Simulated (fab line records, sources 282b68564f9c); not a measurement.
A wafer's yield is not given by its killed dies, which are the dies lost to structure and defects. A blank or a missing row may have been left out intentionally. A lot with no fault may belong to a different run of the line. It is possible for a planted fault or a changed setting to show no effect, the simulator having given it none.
Which tool was responsible? | flow rit cmos | at 1 step of a route of 202, 14 lots with 42 wafers sampled

## WHAT THE GAUGES READ, wafer by wafer
The record holds no reading of a measuring or inspecting step that can be judged against a usual standard deviation.

## WHAT TOOL EACH LOT RAN ON (gives the tool, then ch and the chambers of the sampled wafers, and finally the start)
lot  | RIT_CONTACT_COAT_03
L650 | litho track-04 ch 0, day 3 02:08
L654 | litho track-04 ch 0, day 3 23:09
L655 | litho track-04 ch 0, day 4 03:14
L656 | litho track-03 ch 0, day 4 07:52
L657 | litho track-02 ch 0, day 4 13:59
L658 | litho track-03 ch 0, day 4 19:52
L660 | litho track-04 ch 0, day 5 04:23
L664 | litho track-02 ch 0, day 6 01:16
L665 | litho track-04 ch 0, day 6 06:09
L666 | litho track-02 ch 0, day 6 10:57
L668 | litho track-03 ch 0, day 6 20:41
L669 | litho track-04 ch 0, day 7 02:25
L671 | litho track-03 ch 0, day 7 11:26
L672 | litho track-02 ch 0, day 7 16:17
- RIT_CONTACT_COAT_03: resist thk 1000 nm.

## WHAT THE TOOLS THEMSELVES READ (means of the sampled wafers that have a number; where no wafer has one, the mark that the record gives instead)
RIT_CONTACT_COAT_03. Usual: dispense pressure kPa 53.0 kPa, standard deviation 1.2; spin speed rpm 3249.8 rpm, standard deviation 2.2.
lot  | tool           | dispense pressure kPa (kPa) | spin speed rpm (rpm) | flag
L650 | litho track-04 | 53.2                        | 3251.4               |
L654 | litho track-04 | 53.2                        | 3250.6               |
L655 | litho track-04 | 53.2                        | 3247.9               |
L656 | litho track-03 | 54.1                        | 3249.1               |
L657 | litho track-02 | 51.1                        | 3248.8               |
L658 | litho track-03 | 54.1                        | 3250.8               |
L660 | litho track-04 | 53.1                        | 3249.6               |
L664 | litho track-02 | 51.2                        | 3251.6               |
L665 | litho track-04 | 53.1                        | 3488.5               | OFF
L666 | litho track-02 | 51.2                        | 3252.6               |
L668 | litho track-03 | 54.1                        | 3251.0               |
L669 | litho track-04 | 53.2                        | 3489.3               | OFF
L671 | litho track-03 | 54.1                        | 3248.9               |
L672 | litho track-02 | 51.1                        | 3248.8               |

## THE ANSWER, worked out from the rows above alone
Rule: a lot counts as off when the mean over its wafers that have a number is more than 3 standard deviations away from the usual mean. A lot without any number at a reading at which 4 lots or more have one is off too. All remaining lots with rows at the step are treated as sound. First the gauges in route order, then the tools' own readings, where a lot's mean is used as printed above. The first step at which some lot is off is used, and at that step the reading that is off furthest; a lot without a number counts as furthest.
Off at RIT_CONTACT_COAT_03 (spin speed rpm): L665, L669.
If a tool, at that step or one of the process steps before it, ran each lot that is off and ran no sound lot following the first of them, it fits. One fits: litho track-04 at RIT_CONTACT_COAT_03. A fault onset in the window from L660 (day 5 04:23, its last sound lot) to L665 (day 6 06:09, its first lot off) fits.
The tool's own readings at RIT_CONTACT_COAT_03 bear it out: on the lots that are off they differ by more than 5 times the standard deviation of the sound lots' means. spin speed rpm reads 3488.9 rpm there against 3250.1 rpm on the sound lots.

## WHAT THE SIMULATOR PUT IN
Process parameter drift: litho track-04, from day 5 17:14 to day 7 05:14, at RIT_CONTACT_COAT_03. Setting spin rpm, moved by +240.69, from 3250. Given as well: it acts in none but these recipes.
Lots struck among those shown: L665, L669. The rule above found the same.
